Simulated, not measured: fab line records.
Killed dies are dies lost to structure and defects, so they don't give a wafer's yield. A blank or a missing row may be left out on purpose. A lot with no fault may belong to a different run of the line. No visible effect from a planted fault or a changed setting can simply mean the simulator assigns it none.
A struck lot beside a sound one || flow rit_cmos || 15 out of 202 route steps
Sound: wafers L261.1, L261.4, L261.6. Struck: wafer L267.3. (L267.2, L267.5 of the same lot were not struck and are left out.) The cause comes at the end.
At each step with rows: each side's tool, then ch and its chambers, then its first start. Under that, the readings that differ: sound wafers || struck wafers || difference of the means || sigmas: that difference in standard deviations of wafers without a fault.
alike: readings with means less than 2 such deviations apart, plus words and numbers identical on both sides. not compared: withheld readings, readings lacking a value on some wafer, bounds such as >300 that could conceal the same value, and numbers that have no deviation in the record and whose values overlap.
A row with sigmas, a row that says differs or no value, or rows on one side alone: a step with any of these is where the two part. Non-overlapping numbers with no deviation appear without sigmas and do not part them. A reading missing from all wafers of one side parts the sides only when that side holds two or more wafers.

RIT_GATE_THK_MEAS_07:
  sound on film_metro-03 at day 2 18:18; struck on film_metro-04 at day 4 02:33
{"reading": "GATE_OXIDE_THK (nm)", "sound": "3.05 3.02 3.09", "struck": 2.91, "difference": -0.14, "sigmas": -2}
then, 1 step without rows for these wafers: RIT_GATE_CVD_08 (deposits poly-Si from SiH4, target thk 250 nm, time 2220 s).
RIT_GATE_THK_MEAS_09:
  sound on film_metro-01 at day 2 19:59; struck on film_metro-03 at day 4 04:13
  alike: GATE_POLY_THK
then, 6 steps without rows for these wafers: RIT_GATE_HMDS_10 (prime time 60 s); RIT_GATE_COAT_11 (resist thk 850 nm); RIT_GATE_SOFTBAKE_12 (time 60 s); RIT_GATE_EXPOSE_13 (exposes mask M6, target cd 150 nm); RIT_GATE_PEB_14; RIT_GATE_DEVELOP_15 (develop time 50 s).
RIT_GATE_CD_MEAS_16: the cd target is 150 nm.
  sound on cd_sem-01 at day 2 21:01; struck on cd_sem-02 at day 4 05:16
  alike: cd_nm
RIT_GATE_OVL_MEAS_17:
  sound on overlay-01 at day 2 21:08; struck on overlay-02 at day 4 05:22
  alike: GATE_OVL
then, 1 step without rows for these wafers: RIT_GATE_HARDBAKE_18 (time 60 s).
RIT_GATE_ETCH_19: etches poly-Si in SF6/CHF3/O2, stops on SiO2, time 165 s, target depth 312.5 nm.
  sound on rie_si-01 ch 1,2,3, day 2 21:19; struck on rie_si-01 ch 1, day 4 05:33
  alike: CHF3_flow_sccm, drypump_motor_current_A, oes_product_au, throttle_valve_pct
  not compared: rf_hours_counter_h, model.NOVOLAK_of_GATE_COAT_11.thk_nm
RIT_GATE_STRIP_20: strips in O2, time 180 s.
  sound on plasma_asher-04 ch 1, day 2 21:26; struck on plasma_asher-04 ch 0, day 4 05:40
  alike: drypump_motor_current_A, o2_flow_sccm
  not compared: rf_hours_counter_h
RIT_M1_PROBE_99:
  sound on prober-01 at day 3 19:24; struck on prober-01 at day 5 03:26
  alike: killed_at_front_end, killed_dies, killed_on_rim, killed_open, killed_short
  not compared: model.etest.poly_comb_over_steps.leak_log10_a_um

WHERE THEY PART
RIT_GATE_THK_MEAS_07 only, going by this record. Later steps at which nothing parts them and some readings are alike: RIT_GATE_THK_MEAS_09, RIT_GATE_CD_MEAS_16, RIT_GATE_OVL_MEAS_17, RIT_GATE_ETCH_19, RIT_GATE_STRIP_20, RIT_M1_PROBE_99.

WHY: what had been put in by the simulator
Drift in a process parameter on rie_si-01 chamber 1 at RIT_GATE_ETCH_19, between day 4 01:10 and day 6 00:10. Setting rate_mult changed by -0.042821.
